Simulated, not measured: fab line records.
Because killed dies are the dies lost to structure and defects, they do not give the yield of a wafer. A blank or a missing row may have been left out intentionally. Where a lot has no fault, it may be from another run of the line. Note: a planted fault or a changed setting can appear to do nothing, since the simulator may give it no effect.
Chamber matching ; flow berkeleyCmos170 ; UCB170_V2_ETCH_14 on rieDiel-03 has 4 sister chambers
The step etches SiO2 in CHF3/CF4/Ar, stops on Al, target depth 1250 nm, time 291 s. 4 wafers are shown with their chamber, then 7 later ones without.

WAFERS WITH THEIR CHAMBER
wafer;chamber;drypumpMotorCurrentA (A)
L119.6;3;6.0
L116.5;0;5.3
L124.2;1;5.1
L124.3;2;5.5

WAFERS MISSING THEIR CHAMBER
wafer;drypumpMotorCurrentA (A)
L124.4;6.0
L128.1;5.5
L128.3;5.1
L128.5;5.6
L133.1;5.1
L133.3;5.6
L133.6;5.1

WHICH CHAMBER EACH ONE RAN IN
wafer;from the rows above;in truth
L124.4;3;3
L128.1;2;2
L128.3;1;1
L128.5;2;2
L133.1;1;1
L133.3;2;2
L133.6;1;1
Placed correctly: 7 of 7. From these rows, 0 cannot be placed. Placed wrongly: 0.
How it was worked out, from the rows above alone: a wafer's distance from a chamber is the root of the sum, over the readings, of the square of ((its reading less the chamber's mean) divided by the reading's scatter). If the next closest chamber is less than 2 further off than the closest, the wafer can't be placed; otherwise it belongs to the closest. Each chamber's mean is taken over the wafers shown for it. The scatter: with one shown wafer a chamber, the root of the mean of the squares of how far each hidden wafer lies from its nearest shown one.
